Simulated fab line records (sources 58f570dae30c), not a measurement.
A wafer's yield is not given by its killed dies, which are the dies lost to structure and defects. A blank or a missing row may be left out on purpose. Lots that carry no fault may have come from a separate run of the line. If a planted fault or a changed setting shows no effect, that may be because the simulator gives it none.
The tool behind it: which one? :: flow berkeley cmos170 :: 6 lots, 18 wafers sampled, at 3 steps of a route of 331

WHAT EACH GAUGE READ, for each wafer
UCB170_M3_OVL_MEAS_16.
lot: L489
measured: day 9 16:10
on: overlay-02
M3_OVL (nm): 2 2 14

lot: L490
measured: day 9 15:31
on: overlay-02
M3_OVL (nm): -1 -2 -4

lot: L495
measured: day 10 18:00
on: overlay-02
M3_OVL (nm): 5 9 0

lot: L497
measured: day 11 11:51
on: overlay-02
M3_OVL (nm): -2 6 6

lot: L502
measured: day 12 08:00
on: overlay-02
M3_OVL (nm): 1 0 5

lot: L509
measured: day 13 05:43
on: overlay-02
M3_OVL (nm): -5 -7 5

EACH LOT AND THE TOOL THAT RAN IT (in order: tool; ch and the chambers of the sampled wafers; start)
lot: L489
UCB170_PFIELD_EXPOSE_03: krf scanner-02 ch 0, day 5 10:31
UCB170_GATE_ETCH_15: rie si-02 ch 0,2,3, day 7 20:57

lot: L490
UCB170_PFIELD_EXPOSE_03: krf scanner-02 ch 0, day 5 11:11
UCB170_GATE_ETCH_15: rie si-02 ch 0,1,3, day 7 20:28

lot: L495
UCB170_PFIELD_EXPOSE_03: krf scanner-02 ch 0, day 6 15:05
UCB170_GATE_ETCH_15: rie si-02 ch 0,1, day 9 00:02

lot: L497
UCB170_PFIELD_EXPOSE_03: krf scanner-01 ch 0, day 7 04:28
UCB170_GATE_ETCH_15: rie si-01 ch 0,1,2, day 9 10:40

lot: L502
UCB170_PFIELD_EXPOSE_03: krf scanner-01 ch 0, day 8 06:51
UCB170_GATE_ETCH_15: rie si-02 ch 0,1, day 10 09:11

lot: L509
UCB170_PFIELD_EXPOSE_03: krf scanner-02 ch 0, day 9 08:31
UCB170_GATE_ETCH_15: rie si-01 ch 2,3, day 11 15:22
- UCB170_PFIELD_EXPOSE_03: exposes mask PFIELD, target cd 1500 nm.
- UCB170_GATE_ETCH_15: etches poly-Si in HBr/Cl2, stops on SiO2, time 56.3 s, target depth 278.2 nm.

THE ANSWER, worked out from the rows above alone
Rule: the usual values come from the lots themselves. Put in order of their means at a reading, lots are off if they are a third of the lots or fewer, leave a main group of 4 or more, and stand apart from it by a gap of 3 or more times the standard deviation of the main group's means; of several such gaps the widest counts. A main group whose means are all the same, to the digits that the tables above print for the reading, isn't used. Also off: a lot with no number at a reading for which 4 or more lots have one. Where the step has rows for the other lots, those lots are counted as sound.
No lot is off on any of the readings shown, so nothing can be concluded from this.

WHAT HAD BEEN PUT IN BY THE SIMULATOR
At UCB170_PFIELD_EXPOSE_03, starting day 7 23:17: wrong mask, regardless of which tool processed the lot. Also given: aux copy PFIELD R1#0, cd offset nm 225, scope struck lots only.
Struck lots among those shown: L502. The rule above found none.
